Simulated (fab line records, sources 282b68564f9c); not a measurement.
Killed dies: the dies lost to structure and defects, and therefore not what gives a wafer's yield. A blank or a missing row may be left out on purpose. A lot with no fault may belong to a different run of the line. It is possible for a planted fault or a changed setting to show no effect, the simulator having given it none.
A struck lot beside a sound one || flow rit cmos || 39 steps out of a route of 202
Sound: the wafers L588.2, L588.3, L588.5. Wafers struck: L590.2, L590.3, L590.6. The cause is named last.
Per side, at each step with rows, come the tool, then ch with its chambers, and then its first start. Under that, the readings that differ: sound wafers || struck wafers || difference of the means || sigmas: that difference in standard deviations of wafers without a fault.
alike: readings with means less than 2 such deviations apart, plus words and numbers identical on both sides. not compared: withheld readings, readings lacking a value on some wafer, bounds such as >300 that could conceal the same value, and numbers that have no deviation in the record and whose values overlap.
The two part at a step that has a row with sigmas, a row that says differs or no value, or rows on one side only. Non-overlapping numbers with no deviation appear without sigmas and do not part them. A reading missing from all wafers of one side parts the sides only when that side holds two or more wafers.

first, 3 steps without rows for these wafers: RIT_GATE_EXPOSE_13 (exposes mask M6, target cd 150 nm); RIT_GATE_PEB_14; RIT_GATE_DEVELOP_15 (develop time 50 s).
RIT_GATE_CD_MEAS_16: the cd target is 150 nm.
  sound: cd sem-02 at day 5 16:23; struck: cd sem-02 at day 6 00:50
  alike: cd nm
RIT_GATE_OVL_MEAS_17:
  sound: overlay-01 at day 5 16:30; struck: overlay-01 at day 6 00:56
  alike: GATE_OVL
then, 1 step without rows for these wafers: RIT_GATE_HARDBAKE_18 (time 60 s).
RIT_GATE_ETCH_19: etches poly-Si in SF6/CHF3/O2, stops on SiO2, time 165 s, target depth 312.5 nm.
  sound on rie si-02 ch 0,2, day 5 16:41; struck on rie si-02 ch 1,3, day 6 01:07
  alike: drypump motor current A, oes product au, rf fwd power W, throttle valve pct
  not compared: rf hours counter h
RIT_GATE_STRIP_20: strips in O2, time 180 s.
  sound on plasma asher-02 ch 0,1, day 5 16:47; struck on plasma asher-03 ch 0,1, day 6 01:14
  alike: drypump motor current A
  not compared: rf hours counter h
RIT_GATE_CD_MEAS_90: the cd target is 150 nm.
  sound: cd sem-01 at day 5 16:59; struck: cd sem-02 at day 6 01:26
  alike: cd nm
then, 3 steps without rows for these wafers: RIT_REOX_CLEAN_00 (cleans in SC1, time 610 s); RIT_REOX_CLEAN_01 (cleans in dHF, time 30 s); RIT_REOX_CLEAN_02 (cleans in SC2, time 600 s).
RIT_REOX_OXIDATION_03: target thk 25.2 nm, ox time 5580 s.
  sound on furnace-03 ch 0, day 5 17:27; struck on furnace-04 ch 0, day 6 03:43
{"reading": "spike tc centre C (C)", "sound": "901.4 902.5 901.4", "struck": "913.8 913.6 912.3", "difference": "+11.5", "sigmas": "+12"}
{"reading": "spike tc load C (C)", "sound": "926.1 925.4 925.1", "struck": "932.6 932.7 934.8", "difference": "+7.8", "sigmas": "+5"}
{"reading": "spike tc source C (C)", "sound": "924.2 924.6 924.7", "struck": "930.7 929.5 929.4", "difference": "+5.4", "sigmas": "+2"}
{"reading": "model.SiO2_of_REOX_OXIDATION_03.thk nm (nm)", "sound": "25.74 26.13 26.12", "struck": "27.92 27.62 27.73", "difference": "+1.76", "sigmas": ""}
  alike: zone power load pct
RIT_REOX_THK_MEAS_04:
  sound: film metro-04 at day 5 20:01; struck: film metro-01 at day 6 06:17
{"reading": "REOX_OXIDE_THK (nm)", "sound": "25.7 26.1 26.1", "struck": "27.9 27.6 27.7", "difference": "+1.8", "sigmas": "+4"}
then, 6 steps without rows for these wafers: RIT_NLDD_HMDS_00 (prime time 60 s); RIT_NLDD_COAT_01 (resist thk 1000 nm); RIT_NLDD_SOFTBAKE_02 (time 60 s); RIT_NLDD_EXPOSE_03 (exposes mask M7, target cd 40700 nm); RIT_NLDD_PEB_04; RIT_NLDD_DEVELOP_05 (develop time 50 s).
RIT_NLDD_OVL_MEAS_06:
  sound: overlay-01 at day 5 20:59; struck: overlay-01 at day 6 07:19
  alike: NLDD_OVL
then, 2 steps without rows for these wafers: RIT_NLDD_HARDBAKE_07 (time 60 s); RIT_NLDD_IMPLANT_08.
RIT_NLDD_STRIP_09: strips in O2, time 180 s.
  sound on plasma asher-02 ch 0, day 5 21:19; struck on plasma asher-03 ch 0,1, day 6 07:38
  alike: drypump motor current A
  not compared: rf hours counter h
RIT_NLDD_TW_MEAS_10:
  sound: film metro-03 at day 5 21:30; struck: film metro-01 at day 6 07:49
{"reading": "NLDD_TW", "sound": "2516 2509 2498", "struck": "2472 2467 2459", "difference": -42, "sigmas": -2}
then, 6 steps without rows for these wafers: RIT_PLDD_HMDS_00 (prime time 60 s); RIT_PLDD_COAT_01 (resist thk 1000 nm); RIT_PLDD_SOFTBAKE_02 (time 60 s); RIT_PLDD_EXPOSE_03 (exposes mask M8, target cd 40900 nm); RIT_PLDD_PEB_04; RIT_PLDD_DEVELOP_05 (develop time 50 s).
RIT_PLDD_OVL_MEAS_06:
  sound: overlay-02 at day 5 22:25; struck: overlay-01 at day 6 08:51
  alike: PLDD_OVL
then, 2 steps without rows for these wafers: RIT_PLDD_HARDBAKE_07 (time 60 s); RIT_PLDD_IMPLANT_08.
RIT_PLDD_STRIP_09: strips in O2, time 180 s.
  sound on plasma asher-01 ch 0,1, day 5 22:44; struck on plasma asher-03 ch 0,1, day 6 09:11
  alike: drypump motor current A
  not compared: rf hours counter h
RIT_PLDD_TW_MEAS_10:
  sound: film metro-03 at day 5 22:55; struck: film metro-01 at day 6 09:22
  alike: PLDD_TW
RIT_SPACER_CLEAN_00: cleans in SC1, time 600 s.
  sound on wet bench-02 ch 2, day 5 22:58; struck on wet bench-03 ch 2, day 6 09:25
{"reading": "model.SiO2_of_REOX_OXIDATION_03.thk nm (nm)", "sound": "23.76 24.11 24.09", "struck": "25.75 25.48 25.57", "difference": "+1.61", "sigmas": ""}
then, 1 step without rows for these wafers: RIT_SPACER_CLEAN_01 (cleans in dHF, time 30 s).
RIT_M1_PROBE_99:
  sound: prober-02 at day 6 12:49; struck: prober-02 at day 6 22:57
{"reading": "model.etest.pmos turned.r on ohm um", "sound": "3743 3735 3794", "struck": "4166 4136 4074", "difference": "+368", "sigmas": ""}
{"reading": "model.etest.pmos_0p3.r on ohm um", "sound": "6529 6402 6592", "struck": "6806 6832 6738", "difference": "+284", "sigmas": ""}
{"reading": "model.etest.pmos_0p15.r on ohm um", "sound": "3036 3016 3035", "struck": "3197 3229 3156", "difference": "+165", "sigmas": ""}
{"reading": "model.etest.pldd.rs ohm sq", "sound": "565.3 594.2 597.1", "struck": "725.3 694.6 710.6", "difference": "+124.6", "sigmas": ""}
{"reading": "model.etest.nmos_0p3.r on ohm um", "sound": "2201 2154 2219", "struck": "2237 2282 2229", "difference": "+58", "sigmas": ""}
{"reading": "model.etest.nmos turned.drive ua um", "sound": "312.5 307.1 304", "struck": "265 264.3 270.9", "difference": -41, "sigmas": ""}
{"reading": "model.etest.pldd.line ohm um", "sound": "180.8 186.1 187.2", "struck": "226.2 219.9 223.4", "difference": "+38.5", "sigmas": ""}
  alike: killed at contacts, killed at front end, killed dies, killed on rim, killed open, killed short
  not compared: model.etest.nmos_0p15.r on ohm um

== WHERE THEY PART ==
First at RIT_REOX_OXIDATION_03; last, within this record, at RIT_NLDD_TW_MEAS_10. Later steps at which nothing parts them and some readings are alike: RIT_PLDD_OVL_MEAS_06, RIT_PLDD_STRIP_09, RIT_PLDD_TW_MEAS_10, RIT_M1_PROBE_99.

WHY: the cause the simulator had injected
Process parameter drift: furnace-04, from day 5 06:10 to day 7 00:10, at RIT_REOX_OXIDATION_03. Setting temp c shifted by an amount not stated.
